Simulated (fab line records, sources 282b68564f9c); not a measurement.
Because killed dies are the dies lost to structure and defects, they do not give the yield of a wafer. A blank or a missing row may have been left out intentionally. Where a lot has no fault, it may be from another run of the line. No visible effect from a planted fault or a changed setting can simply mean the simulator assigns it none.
Struck lot and sound lot, side by side	flow rit_cmos	18 out of 202 route steps
Sound: the wafers L235.1, L235.3, L235.6. The struck wafers were L244.2, L244.5, L244.6. The cause comes at the end.
At each step with rows: each side's tool, then ch and its chambers, then its first start. Under that, the readings that differ: sound wafers	struck wafers	difference of the means	sigmas: that difference in standard deviations of wafers without a fault.
alike: a reading whose means differ by less than 2 such deviations, as well as words and numbers matching on both sides. not compared: withheld readings; readings where some wafer has no value; bounds like >300 that might hide an equal value; numbers whose values overlap and for which the record gives no deviation.
A row with sigmas, a row that says differs or no value, or rows on one side alone: a step with any of these is where the two part. When numbers do not overlap yet have no deviation, they are printed without sigmas and do not part them. Lack of a reading on every wafer of one side parts them only where that side has two or more wafers.

first, 4 steps without rows for these wafers: RIT_NRETRO_SOFTBAKE_02 (time 60 s); RIT_NRETRO_EXPOSE_03 (exposes mask M4, target cd 43900 nm); RIT_NRETRO_PEB_04; RIT_NRETRO_DEVELOP_05 (develop time 68 s).
RIT_NRETRO_OVL_MEAS_06:
  sound on overlay-01 at day 5 00:22; struck on overlay-01 at day 6 21:24
  alike: NRETRO_OVL
then, 2 steps without rows for these wafers: RIT_NRETRO_HARDBAKE_07 (time 120 s); RIT_NRETRO_IMPLANT_08.
RIT_NRETRO_STRIP_09: strips in O2, time 180 s.
  sound on plasma_asher-03 ch 0,1, day 5 00:48; struck on plasma_asher-01 ch 0,1, day 6 21:50
  alike: drypump_motor_current_A
  not compared: rf_hours_counter_h
RIT_NRETRO_TW_MEAS_10:
  sound on film_metro-01 at day 5 00:58; struck on film_metro-01 at day 6 22:01
  alike: NRETRO_TW
then, 3 steps without rows for these wafers: RIT_PRETRO_HMDS_00 (prime time 60 s); RIT_PRETRO_COAT_01 (resist thk 1300 nm); RIT_PRETRO_SOFTBAKE_02 (time 60 s).
RIT_PRETRO_EXPOSE_03: exposes mask M5, target cd 43700 nm.
  sound on iline_stepper-01 ch 0, day 5 01:29; struck on iline_stepper-01 ch 0, day 6 22:40
  alike: mask
then, 2 steps without rows for these wafers: RIT_PRETRO_PEB_04; RIT_PRETRO_DEVELOP_05 (develop time 68 s).
RIT_PRETRO_OVL_MEAS_06:
  sound on overlay-02 at day 5 02:10; struck on overlay-01 at day 6 23:05
reading	sound	struck	difference	sigmas
PRETRO_OVL (nm)	-2.8 -0.4 0.2	3.8 3.3 3.7	+4.6	+4
then, 1 step without rows for these wafers: RIT_PRETRO_HARDBAKE_07 (time 120 s).
RIT_M1_PROBE_99:
  sound on prober-02 at day 6 07:38; struck on prober-01 at day 8 02:04
reading	sound	struck	difference	sigmas
killed_at_M0_to_M3	1 0 0	0 0 0	+0	-2
killed_at_front_end	8 13 9	4 5 4	-6	-2
killed_dies	9 13 9	5 5 4	-6	-2
  alike: killed_at_contacts, killed_open, killed_short

## WHERE THEY PART
At RIT_PRETRO_OVL_MEAS_06 first; at RIT_M1_PROBE_99 last (within this record only).

WHY: whatever the simulator had introduced
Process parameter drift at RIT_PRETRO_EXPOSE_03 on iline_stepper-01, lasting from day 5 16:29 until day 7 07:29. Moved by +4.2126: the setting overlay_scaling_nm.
